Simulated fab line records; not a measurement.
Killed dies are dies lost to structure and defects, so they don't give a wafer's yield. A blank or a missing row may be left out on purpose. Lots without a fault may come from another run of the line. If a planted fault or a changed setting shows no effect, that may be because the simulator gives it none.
Chamber matching	flow berkeley cmos170	UCB170_PWELL_ETCH_14 on rie diel-01 has 4 sister chambers
The step etches Si3N4 in CH3F/Ar/O2, stops on SiO2, target depth 242 nm, time 151 s. 4 wafers are shown with their chamber, then 7 later ones without.

## WAFERS, EACH WITH ITS CHAMBER
wafer	chamber	throttle valve pct (%)
L974.3	3	8.07
L974.6	1	8.01
L975.3	2	7.89
L975.4	0	8.24

## WAFERS WITH NO CHAMBER GIVEN
wafer	throttle valve pct (%)
L975.5	8.07
L976.2	8.25
L976.3	7.89
L976.6	8.09
L978.1	8.06
L978.3	8.23
L978.4	7.89

## WHICH CHAMBER EACH WENT THROUGH
wafer	from the rows above	in truth
L975.5	3	3
L976.2	0	0
L976.3	2	2
L976.6	3	3
L978.1	3	3
L978.3	0	0
L978.4	2	2
Placed correctly: 7 of 7. Left unplaced by these rows: 0. Number placed wrongly: 0.
How it was worked out, from the rows above alone: a wafer's distance from a chamber is the root of the sum, over the readings, of the square of ((its reading less the chamber's mean) divided by the reading's scatter). If the next closest chamber is less than 2 further off than the closest, the wafer can't be placed; otherwise it belongs to the closest. Each chamber's mean is taken over the wafers shown for it. The scatter: root of mean squared gap, hidden wafer to nearest shown wafer, with one shown wafer a chamber.
